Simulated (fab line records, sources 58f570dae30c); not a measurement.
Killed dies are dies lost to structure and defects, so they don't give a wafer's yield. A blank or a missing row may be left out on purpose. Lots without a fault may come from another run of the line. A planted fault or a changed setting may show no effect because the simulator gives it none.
Which tool did it? | flow berkeley_cmos170 | 12 lots, 36 wafers sampled, at 3 steps of a route of 331

WHAT THE GAUGES READ, wafer by wafer
The record holds no reading of a measuring or inspecting step that can be judged against a usual standard deviation.

WHICH TOOL RAN EACH LOT (tool, then ch and the chambers of the sampled wafers, then the start)
lot  | UCB170_GATE_ETCH_15              | UCB170_PLDD_HMDS_00               | UCB170_PLDD_COAT_01
L352 | rie_si-01 ch 0,1,3, day 7 17:00  | litho_track-03 ch 0, day 7 17:27  | litho_track-03 ch 0, day 7 17:36
L351 | rie_si-02 ch 2,3, day 7 17:14    | litho_track-02 ch 0, day 7 17:52  | litho_track-02 ch 0, day 7 18:01
L357 | rie_si-01 ch 0,1, day 8 17:32    | litho_track-02 ch 0, day 8 18:15  | litho_track-02 ch 0, day 8 18:24
L356 | rie_si-02 ch 0,2, day 8 17:54    | litho_track-01 ch 0, day 8 18:37  | litho_track-01 ch 0, day 8 18:46
L362 | rie_si-02 ch 0,1,3, day 9 07:15  | -                                 | -
L361 | rie_si-01 ch 0,1,3, day 9 07:21  | litho_track-01 ch 0, day 9 08:22  | litho_track-01 ch 0, day 9 08:31
L360 | rie_si-02 ch 0,3, day 9 07:31    | -                                 | -
L364 | rie_si-01 ch 0,1,3, day 10 06:42 | litho_track-01 ch 0, day 10 07:43 | litho_track-01 ch 0, day 10 07:52
L365 | rie_si-01 ch 1,3, day 10 07:11   | litho_track-02 ch 0, day 10 08:08 | litho_track-02 ch 0, day 10 08:17
L369 | rie_si-01 ch 1,3, day 11 08:28   | litho_track-01 ch 0, day 11 09:53 | litho_track-01 ch 0, day 11 10:02
L372 | rie_si-01 ch 1,3, day 11 12:46   | litho_track-02 ch 0, day 11 13:27 | litho_track-02 ch 0, day 11 13:36
L374 | rie_si-01 ch 0,1,3, day 11 19:37 | litho_track-03 ch 0, day 11 20:35 | litho_track-03 ch 0, day 11 20:44
- UCB170_GATE_ETCH_15: etches poly-Si in HBr/Cl2, stops on SiO2, time 56.3 s, target depth 278.2 nm.
- UCB170_PLDD_HMDS_00: prime time 60 s.
- UCB170_PLDD_COAT_01: resist thk 900 nm.

WHAT THE TOOLS THEMSELVES READ (means of the sampled wafers that have a number; where no wafer has one, the mark that the record gives instead)
UCB170_GATE_ETCH_15.
lot  | tool      | drypump_motor_current_A (A) | oes_product_au (a.u.) | throttle_valve_pct (%)
L352 | rie_si-01 | 5.6                         | 0.843                 | 26.44
L351 | rie_si-02 | 6.1                         | 0.830                 | 26.44
L357 | rie_si-01 | 5.6                         | 0.824                 | 26.47
L356 | rie_si-02 | 6.0                         | 0.805                 | 26.31
L362 | rie_si-02 | 6.1                         | 0.649                 | 26.29
L361 | rie_si-01 | 5.6                         | 0.844                 | 26.44
L360 | rie_si-02 | 5.9                         | 0.649                 | 26.34
L364 | rie_si-01 | 5.5                         | 0.853                 | 26.44
L365 | rie_si-01 | 5.4                         | 0.852                 | 26.46
L369 | rie_si-01 | 5.4                         | 0.845                 | 26.45
L372 | rie_si-01 | 5.4                         | 0.850                 | 26.47
L374 | rie_si-01 | 5.5                         | 0.835                 | 26.45

THE ANSWER, worked out from the rows above alone
Rule: what is usual is taken from the lots themselves. Put in order of their means at a reading, lots are off if they are a third of the lots or fewer, leave a main group of 4 or more, and stand apart from it by a gap of 3 or more times the standard deviation of the main group's means; of several such gaps the widest counts. A main group whose means are all the same, to the digits that the tables above print for the reading, isn't used. A lot without any number at a reading at which 4 lots or more have one is off too. The other lots that the step has rows for count as sound. The gauges are gone through in route order, then the tools' own readings, and for those a lot's mean is taken as printed above. The first step at which some lot is off is used, and at that step the reading that is off furthest; a lot without a number counts as furthest.
Off: L362, L360, at UCB170_GATE_ETCH_15 (oes_product_au). The main group: mean 0.838 a.u., standard deviation 0.014.
A tool fits if, at that step or a process step before it, it ran every lot that is off, and no sound lot after the first of them. One fits: rie_si-02 at UCB170_GATE_ETCH_15. Its last sound lot is L356 (day 8 17:54), its first lot that is off L362 (day 9 07:15): a fault that began between those two fits.
The tool's own readings at UCB170_GATE_ETCH_15 bear it out: on the lots that are off they differ by more than 5 times the standard deviation of the sound lots' means. oes_product_au reads 0.649 a.u. there against 0.838 a.u. on the sound lots.

WHAT THE SIMULATOR HAD PUT IN
Process parameter drift: rie_si-02, from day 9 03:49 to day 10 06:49, at UCB170_GATE_ETCH_15. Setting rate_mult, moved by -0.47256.
Lots struck among those shown: L362, L360. The rule above found the same.
